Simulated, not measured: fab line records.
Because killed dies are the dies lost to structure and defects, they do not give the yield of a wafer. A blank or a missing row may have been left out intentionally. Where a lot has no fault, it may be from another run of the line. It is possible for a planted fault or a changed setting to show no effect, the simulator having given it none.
Shared-tool check | flow berkeley cmos170 | Sample size 14 lots and 42 wafers

== REASON IT WAS OPENED ==
2 of 14 lots carry a flag on the reading PWELL_NITRIDE_THK at UCB170_PWELL_THK_MEAS_06. No-fault wafers: 219.5 nm, standard deviation 2.2.
Rule: flag the lot when none of its wafers has a number, or when each of its wafers that has one lies beyond 4 standard deviations from that mean. The other lots count as sound.

lot  | measured    | on            | PWELL_NITRIDE_THK (nm), wafer by wafer | flag
L387 | day 3 13:33 | film metro-03 | 217.3 219.1 217.0                      |
L388 | day 3 22:14 | film metro-04 | 218.4 218.4 217.4                      |
L391 | day 4 12:43 | film metro-02 | 220.7 220.3 221.4                      |
L390 | day 4 12:44 | film metro-03 | 221.6 219.9 223.7                      |
L389 | day 4 12:45 | film metro-04 | 220.0 220.1 220.8                      |
L393 | day 4 20:44 | film metro-04 | 218.8 218.6 220.2                      |
L392 | day 4 20:44 | film metro-02 | 218.3 218.9 218.8                      |
L394 | day 5 04:37 | film metro-02 | 218.9 221.6 221.1                      |
L397 | day 5 17:22 | film metro-04 | 190.0 189.6 189.1                      | FLAGGED
L399 | day 6 03:15 | film metro-02 | 189.6 188.8 190.2                      | FLAGGED
L403 | day 7 02:16 | film metro-02 | 218.1 218.8 220.5                      |
L405 | day 7 06:26 | film metro-04 | 217.5 221.2 220.8                      |
L407 | day 7 17:59 | film metro-03 | 220.5 219.6 220.9                      |
L408 | day 8 00:55 | film metro-04 | 219.6 220.3 219.5                      |
The numbers of the flagged lots are 189.6 nm on average: -29.9 nm against the usual, or -14 standard deviations.

== TOOL THAT RAN EACH LOT ==
The record keeps 1 process step preceding the reading, out of 331 steps on the route. Each cell gives the tool, then ch followed by the chambers the sampled wafers passed through, then the start.
lot  | flag    | UCB170_PWELL_CVD_05
L387 |         | lpcvd-01 ch 1, day 3 11:38
L388 |         | lpcvd-01 ch 1, day 3 20:19
L391 |         | lpcvd-02 ch 0, day 4 09:50
L390 |         | lpcvd-02 ch 0, day 4 09:50
L389 |         | lpcvd-02 ch 1, day 4 09:50
L393 |         | lpcvd-02 ch 1, day 4 18:49
L392 |         | lpcvd-02 ch 0, day 4 18:49
L394 |         | lpcvd-01 ch 1, day 5 02:42
L397 | FLAGGED | lpcvd-02 ch 0, day 5 14:29
L399 | FLAGGED | lpcvd-02 ch 0, day 6 01:16
L403 |         | lpcvd-01 ch 1, day 7 00:20
L405 |         | lpcvd-01 ch 1, day 7 04:31
L407 |         | lpcvd-01 ch 0, day 7 16:03
L408 |         | lpcvd-01 ch 0, day 7 23:00
What these steps do:
- UCB170_PWELL_CVD_05: deposits Si3N4 from SiH2Cl2/NH3, target thk 220 nm, time 3300 s.
- UCB170_PWELL_THK_MEAS_06

== FLAGGED OVER TOTAL, TOOL BY TOOL (the gauges that took the reading come last) ==
step                     | tool          | lots run | flagged | share of the flagged lots | sound lots run after its first flagged lot
UCB170_PWELL_CVD_05      | lpcvd-01      | 7        | 0       | none                      | -
UCB170_PWELL_CVD_05      | lpcvd-02      | 7        | 2       | all                       | 0
UCB170_PWELL_THK_MEAS_06 | film metro-02 | 5        | 1       | some                      | 1 (L403)
UCB170_PWELL_THK_MEAS_06 | film metro-03 | 3        | 0       | none                      | -
UCB170_PWELL_THK_MEAS_06 | film metro-04 | 6        | 1       | some                      | 2 (L405,L408)

== WHAT THE TABLE ALLOWS ==
All flagged lots share 1 row of the table, namely lpcvd-02 at UCB170_PWELL_CVD_05.
- lpcvd-02 at UCB170_PWELL_CVD_05 ran 7 lots, 2 of them flagged. A fault beginning between L392 (day 4 18:49), its last sound lot, and L397 (day 5 14:29), its first flagged one, fits the data. Its own readings (spike tc centre C, susceptor temp C) fall more than 4 standard deviations out on all wafers of the flagged lots.
lpcvd-02 at UCB170_PWELL_CVD_05 is the single tool remaining.

== WHAT THE SIMULATOR PUT IN ==
lpcvd-02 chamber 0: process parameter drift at UCB170_PWELL_CVD_05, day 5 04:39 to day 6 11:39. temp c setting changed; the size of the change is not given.
Lots struck among those shown: L397, L399. The rule above reached the same finding.
